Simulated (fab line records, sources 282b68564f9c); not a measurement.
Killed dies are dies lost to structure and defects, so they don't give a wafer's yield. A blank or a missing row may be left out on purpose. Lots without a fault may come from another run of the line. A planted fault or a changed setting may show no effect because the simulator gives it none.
Problem report in the 8D (eight disciplines) form, filled by code | flow rit_cmos | the parts of the form that need people (team, actions taken, sign-off) are left out

1. THE PROBLEM
run_length_s at RIT_FOX2_CLEAN_02 reads a mean of 386 s on 3 wafers of 1 lot; wafers without a fault read 208 s with a standard deviation of 3.1. That is +57 standard deviations from the usual mean.
The step: cleans in dHF, time 180 s.
First seen on wafer L828.1, day 3 00:28, on wet_bench-04. The record holds 15 wafers of 5 lots with a number at this step. Rule for "out", or "out of limits": more than 4 standard deviations from the usual mean. The other wafers with a number count as sound.

2. WHAT IT IS AND WHAT IT IS NOT
question                    | is                     | is not
which readings at this step | run_length_s           | -
which lots                  | L828                   | L822, L829, L834, L842
which wafers of those lots  | all that have a number | -
read on which tools         | wet_bench-04           | wet_bench-03
when                        | from day 3 00:28       | up to then (3 sound wafers); but 9 sound wafers of L829, L834, L842 came after

3. SUSPECTS, AND WHAT RULES EACH OUT
Counting: a tool at a process step up to the reading stays a suspect if it ran every lot that is out and no sound lot after the first of them.
- rie_diel-03 at RIT_ACTIVE_ETCH_13 (etches Si3N4 in SF6, stops on SiO2, time 210 s, target depth 210 nm): kept. It ran the lot that is out, L828 (day 2 20:48), and no sound lot after that; its last sound lot up to then is L822 (day 1 16:05).
- plasma_asher-01 at RIT_ACTIVE_STRIP_14 (strips in O2, time 180 s): kept. It ran the lot that is out, L828 (day 2 20:56), and no sound lot after that; its last sound lot up to then is L822 (day 1 16:17).
- wet_bench-04 at RIT_FOX2_CLEAN_02 (cleans in dHF, time 180 s): ruled out as a lasting fault. Sound lots L842 ran on it after its first lot that is out, L828 (day 3 00:28).
Left after counting: rie_diel-03 at RIT_ACTIVE_ETCH_13, plasma_asher-01 at RIT_ACTIVE_STRIP_14.

4. THE CAUSE (what the simulator had put in)
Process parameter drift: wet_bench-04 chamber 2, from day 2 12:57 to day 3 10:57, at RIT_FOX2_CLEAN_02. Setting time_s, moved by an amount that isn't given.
Counting ruled it out, wrongly.

5. THE CHAIN OF EFFECTS, in route order
Each row: a reading whose mean over the struck wafers that have a number lies more than 3 standard deviations from the usual. Only readings for which the record gives a usual standard deviation are gone through. hours: the time from each lot's start at the first step in this table that gives one to its start at this step, as a median over the lots. sigmas: the change in usual standard deviations.
hours | step              | reading      | usual | on struck wafers | change | sigmas
0     | RIT_FOX2_CLEAN_02 | run_length_s | 208 s | 386              | +178   | +57
The process steps in it:
- RIT_FOX2_CLEAN_02: cleans in dHF, time 180 s.
Later measuring or inspecting steps at which every struck wafer that the step has a row for has a number for every such reading, and none has moved that far: RIT_FOX2_THK_MEAS_90, RIT_NWELL_OVL_MEAS_06, RIT_NWELL_TW_MEAS_10, RIT_PWELL_OVL_MEAS_06, RIT_PWELL_TW_MEAS_10, RIT_WELLDRIVE_RS_MEAS_01, RIT_WELLDRIVE_RS_MEAS_02, RIT_FOX2_THK_MEAS_91.

6. WHAT WOULD HAVE CAUGHT IT SOONER
In this record the first reading out of limits was taken at day 3 00:28, 12 hours after the fault began at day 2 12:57.
